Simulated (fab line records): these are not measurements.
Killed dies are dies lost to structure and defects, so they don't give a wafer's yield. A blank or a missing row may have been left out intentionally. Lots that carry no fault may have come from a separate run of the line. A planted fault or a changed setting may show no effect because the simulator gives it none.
Which tool was responsible?	flow ritCmos	42 wafers from 14 lots sampled at 5 of the route's 202 steps

WHAT THE GAUGES SHOWED, per wafer
RIT_ACTIVE_BOW_MEAS_00. Usual: INCOMING_BOW 0 um, standard deviation 6.
lot	measured	on	INCOMING_BOW (um)	flag
L655	day 1 10:00	filmMetro-01	-6 -7 -1	
L656	day 1 15:00	filmMetro-02	3 0 0	
L657	day 1 20:01	filmMetro-01	1 -11 -5	
L659	day 2 06:00	filmMetro-01	-12 9 2	
L660	day 2 11:00	filmMetro-02	1 -1 8	
L661	day 2 16:00	filmMetro-02	-2 -7 10	
L662	day 2 21:00	filmMetro-01	7 0 0	
L664	day 3 07:02	filmMetro-02	-4 -1 -4	
L671	day 4 18:02	filmMetro-04	-5 7 -4	
L672	day 4 23:00	filmMetro-04	3 -10 -6	
L673	day 5 04:00	filmMetro-04	5 3 -2	
L674	day 5 09:00	filmMetro-04	8 1 -11	
L676	day 5 19:00	filmMetro-02	8 -2 -2	
L677	day 6 00:01	filmMetro-02	-5 4 -6	

RIT_NWELL_OVL_MEAS_06. Usual: NWELL_OVL -0.3 nm, standard deviation 1.6.
lot	measured	on	NWELL_OVL (nm)	flag
L655	day 1 21:46	overlay-02	0.3 0.8 -0.8	
L656	day 2 01:55	overlay-01	-0.6 0.5 -0.8	
L657	day 2 07:16	overlay-01	1.2 0.7 -0.2	
L659	day 2 17:26	overlay-02	-3.3 -0.2 -1.8	
L660	day 3 00:28	overlay-02	-1.0 -0.4 0.0	
L661	day 3 05:16	overlay-02	-0.2 -0.7 0.6	
L662	day 3 10:29	overlay-01	0.2 0.2 -1.0	
L664	day 3 19:34	overlay-01	2.9 3.3 1.1	
L671	day 5 06:07	overlay-01	-1.8 -2.4 -1.1	
L672	day 5 11:11	overlay-01	-0.7 -5.0 -1.4	
L673	day 5 16:08	overlay-01	0.7 -0.1 -1.1	
L674	day 5 21:13	overlay-02	-2.4 -3.4 -4.8	
L676	day 6 05:42	overlay-02	-2.5 -1.1 -1.0	
L677	day 6 11:56	overlay-01	0.5 1.1 -0.6	

RIT_CONTACT_CD_MEAS_90 targets a cd of 1000 nm. Usual: cdNm reads 999.7 nm (standard deviation 2.4).
lot	measured	on	cdNm (nm)	flag
L655	day 3 07:29	cdSem-02	999.2 999.5 1000.3	
L656	day 3 13:24	cdSem-02	999.9 999.9 999.9	
L657	day 3 17:00	cdSem-02	1003.4 1004.6 1003.7	
L659	day 4 06:27	cdSem-02	997.2 997.0 998.8	
L660	day 4 10:12	cdSem-01	1005.6 1006.5 1003.7	
L661	day 4 16:56	cdSem-02	- - -	OFF
L662	day 4 20:29	cdSem-02	- - -	OFF
L664	day 5 07:47	cdSem-01	1002.0 1001.8 1001.0	
L671	day 6 17:26	cdSem-02	998.8 999.5 1000.2	
L672	day 6 18:53	cdSem-02	998.4 1000.4 1000.8	
L673	day 7 03:04	cdSem-01	994.9 999.9 997.7	
L674	day 7 10:26	cdSem-02	999.5 1000.9 999.0	
L676	day 7 16:32	cdSem-01	996.9 996.3 998.5	
L677	day 8 00:19	cdSem-01	1000.3 1001.0 1000.0	

WHAT TOOL EACH LOT RAN ON (gives the tool, then ch and the chambers of the sampled wafers, and finally the start)
lot	RIT_ACTIVE_STRIP_14	RIT_CONTACT_CVD_00
L655	plasmaAsher-04 ch 0,1, day 1 14:58	pecvd-04 ch 0,1,2, day 3 05:20
L656	plasmaAsher-04 ch 0,1, day 1 20:33	pecvd-02 ch 0,1, day 3 11:39
L657	plasmaAsher-01 ch 0,1, day 2 00:50	pecvd-01 ch 0,1,2, day 3 15:14
L659	plasmaAsher-04 ch 0,1, day 2 11:32	pecvd-02 ch 0,1,2, day 4 04:35
L660	plasmaAsher-04 ch 0,1, day 2 17:16	pecvd-01 ch 0,1,2, day 4 08:27
L661	plasmaAsher-04 ch 0,1, day 2 23:51	pecvd-04 ch 0,2, day 4 14:58
L662	plasmaAsher-03 ch 0,1, day 3 03:17	pecvd-02 ch 0,1,2, day 4 18:40
L664	plasmaAsher-04 ch 0,1, day 3 14:10	pecvd-04 ch 0,1,2, day 5 05:22
L671	plasmaAsher-01 ch 0,1, day 5 00:53	pecvd-02 ch 1,2, day 6 15:31
L672	plasmaAsher-01 ch 0,1, day 5 03:50	pecvd-01 ch 0,1,2, day 6 17:08
L673	plasmaAsher-03 ch 0,1, day 5 09:20	pecvd-04 ch 0,1, day 7 01:19
L674	plasmaAsher-03 ch 0,1, day 5 15:49	pecvd-01 ch 0,1, day 7 08:34
L676	plasmaAsher-03 ch 0,1, day 6 00:11	pecvd-04 ch 0,1, day 7 14:32
L677	plasmaAsher-03 ch 0,1, day 6 05:11	pecvd-02 ch 0,2, day 7 22:33
- RIT_ACTIVE_STRIP_14: strips in O2, time 180 s.
- RIT_CONTACT_CVD_00: deposits SiO2 from TEOS, target thk 400 nm, time 61 s.

AS READ BY THE TOOLS THEMSELVES (means over the sampled wafers that have a number; for cases with no such wafer, the mark the record gives instead)
RIT_ACTIVE_STRIP_14. Usual: drypumpMotorCurrentA reads 5.5 A (standard deviation 0.38).
lot	tool	drypumpMotorCurrentA (A)	flag
L655	plasmaAsher-04	5.1	
L656	plasmaAsher-04	5.1	
L657	plasmaAsher-01	5.9	
L659	plasmaAsher-04	5.3	
L660	plasmaAsher-04	5.3	
L661	plasmaAsher-04	5.1	
L662	plasmaAsher-03	5.5	
L664	plasmaAsher-04	5.3	
L671	plasmaAsher-01	5.9	
L672	plasmaAsher-01	5.7	
L673	plasmaAsher-03	5.5	
L674	plasmaAsher-03	5.6	
L676	plasmaAsher-03	5.5	
L677	plasmaAsher-03	5.6	

RIT_CONTACT_CVD_00. Usual: heaterPowerW 312 W, standard deviation 45; rfFwdPowerW 396.7 W, standard deviation 1.6.
lot	tool	heaterPowerW (W)	rfFwdPowerW (W)	flag
L655	pecvd-04	316	397.5	
L656	pecvd-02	339	397.4	
L657	pecvd-01	263	396.4	
L659	pecvd-02	320	396.1	
L660	pecvd-01	268	397.3	
L661	pecvd-04	-	-	OFF
L662	pecvd-02	-	-	OFF
L664	pecvd-04	321	397.6	
L671	pecvd-02	306	396.5	
L672	pecvd-01	300	395.4	
L673	pecvd-04	356	396.6	
L674	pecvd-01	267	397.8	
L676	pecvd-04	336	396.0	
L677	pecvd-02	333	396.1	

THE ANSWER, worked out from the rows above alone
Rule: lot off if the mean of its wafers having a number is beyond 3 standard deviations from the usual mean. A lot without any number at a reading at which 4 lots or more have one is off too. Any other lot the step has rows for is counted as sound. After the gauges, taken in route order, come the tools' own readings; for these a lot's mean is taken, as printed above. At the first step where some lot is off, the reading lying furthest off is the one used; lots without a number count as furthest.
Off: L661, L662, at RIT_CONTACT_CD_MEAS_90 (cdNm). Without a number there: L661, L662.
If a tool, at a process step before that reading, ran all the lots that are off and no sound lot after the first of them, it fits. The gauges at RIT_CONTACT_CD_MEAS_90 aren't tried: what is off there is off at RIT_CONTACT_CVD_00 too, on other tools, and a gauge's error can't cause that. None of those tried fits.

WHAT WAS PUT IN BY THE SIMULATOR
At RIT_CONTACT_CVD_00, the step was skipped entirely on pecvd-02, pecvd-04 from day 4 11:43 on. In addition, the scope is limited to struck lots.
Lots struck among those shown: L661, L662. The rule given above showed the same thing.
